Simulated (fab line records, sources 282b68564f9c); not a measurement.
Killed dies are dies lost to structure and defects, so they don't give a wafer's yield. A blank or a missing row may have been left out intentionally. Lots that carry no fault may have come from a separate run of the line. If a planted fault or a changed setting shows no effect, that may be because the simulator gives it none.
Which tool did it? || flow rit-cmos || 14 lots with 42 wafers sampled at 2 steps, on a route of 202 steps

== WHAT EACH GAUGE READ, for each wafer ==
RIT_ACTIVE_THK_MEAS_02.
{"lot": "L355", "measured": "day 1 12:03", "on": "film-metro-02", "ACTIVE_OXIDE_THK (nm)": "46.3 46.1 46.8"}
{"lot": "L356", "measured": "day 1 17:17", "on": "film-metro-01", "ACTIVE_OXIDE_THK (nm)": "48.3 48.7 48.4"}
{"lot": "L357", "measured": "day 1 22:05", "on": "film-metro-02", "ACTIVE_OXIDE_THK (nm)": "47.4 47.1 47.4"}
{"lot": "L360", "measured": "day 2 13:13", "on": "film-metro-01", "ACTIVE_OXIDE_THK (nm)": "46.8 47.6 47.1"}
{"lot": "L361", "measured": "day 2 19:05", "on": "film-metro-03", "ACTIVE_OXIDE_THK (nm)": "47.0 46.3 46.5"}
{"lot": "L362", "measured": "day 2 23:03", "on": "film-metro-01", "ACTIVE_OXIDE_THK (nm)": "47.1 47.2 47.3"}
{"lot": "L363", "measured": "day 3 04:03", "on": "film-metro-03", "ACTIVE_OXIDE_THK (nm)": "46.4 46.4 45.8"}
{"lot": "L365", "measured": "day 3 14:14", "on": "film-metro-01", "ACTIVE_OXIDE_THK (nm)": "46.3 46.4 46.3"}
{"lot": "L366", "measured": "day 3 19:35", "on": "film-metro-03", "ACTIVE_OXIDE_THK (nm)": "48.1 47.9 47.3"}
{"lot": "L369", "measured": "day 4 10:04", "on": "film-metro-03", "ACTIVE_OXIDE_THK (nm)": "55.0 55.2 55.9"}
{"lot": "L375", "measured": "day 5 17:02", "on": "film-metro-03", "ACTIVE_OXIDE_THK (nm)": "46.4 46.0 46.8"}
{"lot": "L376", "measured": "day 5 21:25", "on": "film-metro-01", "ACTIVE_OXIDE_THK (nm)": "53.0 53.2 53.6"}
{"lot": "L377", "measured": "day 6 02:26", "on": "film-metro-01", "ACTIVE_OXIDE_THK (nm)": "46.6 47.1 47.2"}
{"lot": "L378", "measured": "day 6 07:50", "on": "film-metro-01", "ACTIVE_OXIDE_THK (nm)": "46.7 46.5 46.3"}

== TOOL THAT RAN EACH LOT (tool first, then ch and the chambers of the sampled wafers, then the start) ==
{"lot": "L355", "RIT_ACTIVE_OXIDATION_01": "furnace-01 ch 0, day 1 10:07"}
{"lot": "L356", "RIT_ACTIVE_OXIDATION_01": "furnace-03 ch 0, day 1 15:21"}
{"lot": "L357", "RIT_ACTIVE_OXIDATION_01": "furnace-03 ch 0, day 1 20:07"}
{"lot": "L360", "RIT_ACTIVE_OXIDATION_01": "furnace-04 ch 0, day 2 11:17"}
{"lot": "L361", "RIT_ACTIVE_OXIDATION_01": "furnace-01 ch 0, day 2 17:08"}
{"lot": "L362", "RIT_ACTIVE_OXIDATION_01": "furnace-04 ch 0, day 2 21:07"}
{"lot": "L363", "RIT_ACTIVE_OXIDATION_01": "furnace-01 ch 0, day 3 02:07"}
{"lot": "L365", "RIT_ACTIVE_OXIDATION_01": "furnace-03 ch 0, day 3 12:19"}
{"lot": "L366", "RIT_ACTIVE_OXIDATION_01": "furnace-03 ch 0, day 3 17:39"}
{"lot": "L369", "RIT_ACTIVE_OXIDATION_01": "furnace-03 ch 0, day 4 08:07"}
{"lot": "L375", "RIT_ACTIVE_OXIDATION_01": "furnace-01 ch 0, day 5 15:05"}
{"lot": "L376", "RIT_ACTIVE_OXIDATION_01": "furnace-03 ch 0, day 5 19:29"}
{"lot": "L377", "RIT_ACTIVE_OXIDATION_01": "furnace-01 ch 0, day 6 00:30"}
{"lot": "L378", "RIT_ACTIVE_OXIDATION_01": "furnace-01 ch 0, day 6 05:53"}
- RIT_ACTIVE_OXIDATION_01: target thk 46.8 nm, ox time 3360 s.

== WHAT THE TOOLS THEMSELVES READ (means of the sampled wafers that have a number; where no wafer has one, the mark that the record gives instead) ==
RIT_ACTIVE_OXIDATION_01.
{"lot": "L355", "tool": "furnace-01", "spike-tc-centre-C (C)": 1003.7, "spike-tc-load-C (C)": 1026, "spike-tc-source-C (C)": 1019, "tube-center-temp-C (C)": 1000, "tube_center_temp_C_max": 1002.6, "zone-power-source-pct (%)": 35.0}
{"lot": "L356", "tool": "furnace-03", "spike-tc-centre-C (C)": 1002.6, "spike-tc-load-C (C)": 1031, "spike-tc-source-C (C)": 1027, "tube-center-temp-C (C)": 1000, "tube_center_temp_C_max": 1002.5, "zone-power-source-pct (%)": 35.9}
{"lot": "L357", "tool": "furnace-03", "spike-tc-centre-C (C)": 1003.1, "spike-tc-load-C (C)": 1033, "spike-tc-source-C (C)": 1028, "tube-center-temp-C (C)": 1000, "tube_center_temp_C_max": 1002.3, "zone-power-source-pct (%)": 35.8}
{"lot": "L360", "tool": "furnace-04", "spike-tc-centre-C (C)": 1002.3, "spike-tc-load-C (C)": 1023, "spike-tc-source-C (C)": 1022, "tube-center-temp-C (C)": 1000, "tube_center_temp_C_max": 1002.5, "zone-power-source-pct (%)": 38.1}
{"lot": "L361", "tool": "furnace-01", "spike-tc-centre-C (C)": 1002.0, "spike-tc-load-C (C)": 1026, "spike-tc-source-C (C)": 1018, "tube-center-temp-C (C)": 1000, "tube_center_temp_C_max": 1002.5, "zone-power-source-pct (%)": 35.2}
{"lot": "L362", "tool": "furnace-04", "spike-tc-centre-C (C)": 1001.4, "spike-tc-load-C (C)": 1022, "spike-tc-source-C (C)": 1023, "tube-center-temp-C (C)": 1000, "tube_center_temp_C_max": 1002.4, "zone-power-source-pct (%)": 38.4}
{"lot": "L363", "tool": "furnace-01", "spike-tc-centre-C (C)": 1002.6, "spike-tc-load-C (C)": 1026, "spike-tc-source-C (C)": 1020, "tube-center-temp-C (C)": 1000, "tube_center_temp_C_max": 1002.8, "zone-power-source-pct (%)": 35.3}
{"lot": "L365", "tool": "furnace-03", "spike-tc-centre-C (C)": 1002.6, "spike-tc-load-C (C)": 1032, "spike-tc-source-C (C)": 1028, "tube-center-temp-C (C)": 1000, "tube_center_temp_C_max": 1002.8, "zone-power-source-pct (%)": 35.8}
{"lot": "L366", "tool": "furnace-03", "spike-tc-centre-C (C)": 1002.8, "spike-tc-load-C (C)": 1033, "spike-tc-source-C (C)": 1029, "tube-center-temp-C (C)": 1000, "tube_center_temp_C_max": 1003.1, "zone-power-source-pct (%)": 35.9}
{"lot": "L369", "tool": "furnace-03", "spike-tc-centre-C (C)": 1018.3, "spike-tc-load-C (C)": 1048, "spike-tc-source-C (C)": 1043, "tube-center-temp-C (C)": 1015, "tube_center_temp_C_max": 1017.0, "zone-power-source-pct (%)": 37.7}
{"lot": "L375", "tool": "furnace-01", "spike-tc-centre-C (C)": 1002.6, "spike-tc-load-C (C)": 1026, "spike-tc-source-C (C)": 1019, "tube-center-temp-C (C)": 1000, "tube_center_temp_C_max": 1002.6, "zone-power-source-pct (%)": 35.2}
{"lot": "L376", "tool": "furnace-03", "spike-tc-centre-C (C)": 1018.7, "spike-tc-load-C (C)": 1048, "spike-tc-source-C (C)": 1042, "tube-center-temp-C (C)": 1015, "tube_center_temp_C_max": 1017.6, "zone-power-source-pct (%)": 37.2}
{"lot": "L377", "tool": "furnace-01", "spike-tc-centre-C (C)": 1002.1, "spike-tc-load-C (C)": 1025, "spike-tc-source-C (C)": 1019, "tube-center-temp-C (C)": 1000, "tube_center_temp_C_max": 1002.4, "zone-power-source-pct (%)": 35.1}
{"lot": "L378", "tool": "furnace-01", "spike-tc-centre-C (C)": 1003.2, "spike-tc-load-C (C)": 1026, "spike-tc-source-C (C)": 1020, "tube-center-temp-C (C)": 1000, "tube_center_temp_C_max": 1002.5, "zone-power-source-pct (%)": 35.2}

== THE ANSWER, worked out from the rows above alone ==
Rule: what is usual is taken from the lots themselves. Put in order of their means at a reading, lots are off if they are a third of the lots or fewer, leave a main group of 4 or more, and stand apart from it by a gap of 3 or more times the standard deviation of the main group's means; of several such gaps the widest counts. If all means in a main group match to the digits the tables above print for the reading, that group is not used. A lot without any number at a reading at which 4 lots or more have one is off too. The other lots that the step has rows for count as sound. After the gauges, taken in route order, come the tools' own readings; for these a lot's mean is taken, as printed above. The first step at which some lot is off is used, and at that step the reading that is off furthest; a lot without a number counts as furthest.
Off: L369, L376, seen at RIT_ACTIVE_THK_MEAS_02 (ACTIVE_OXIDE_THK). Mean 46.9 nm and standard deviation 0.65 in the main group.
A tool fits if, at a process step before that reading, it ran every lot that is off, and no sound lot after the first of them. The gauges at RIT_ACTIVE_THK_MEAS_02 aren't tried: what is off there is off at RIT_ACTIVE_OXIDATION_01 too, on other tools, and a gauge's error can't cause that. One candidate fits, namely furnace-03 at RIT_ACTIVE_OXIDATION_01. Its last sound lot is L366 (day 3 17:39), its first lot that is off L369 (day 4 08:07): a fault that began between those two fits.
The tool's own readings at RIT_ACTIVE_OXIDATION_01 bear it out: on the lots that are off they differ by more than 5 times the standard deviation of the sound lots' means. spike-tc-centre-C reads 1018.5 C there against 1002.6 C on the sound lots; spike-tc-load-C reads 1048 C there against 1027 C on the sound lots; tube-center-temp-C reads 1015 C there against 1000 C on the sound lots; tube_center_temp_C_max reads 1017.3 there against 1002.6 on the sound lots.

== WHAT THE SIMULATOR HAD INSERTED ==
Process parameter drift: furnace-03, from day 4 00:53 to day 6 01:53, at RIT_ACTIVE_OXIDATION_01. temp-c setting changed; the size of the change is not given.
Shown lots that were struck: L369, L376. The rule above found the same.
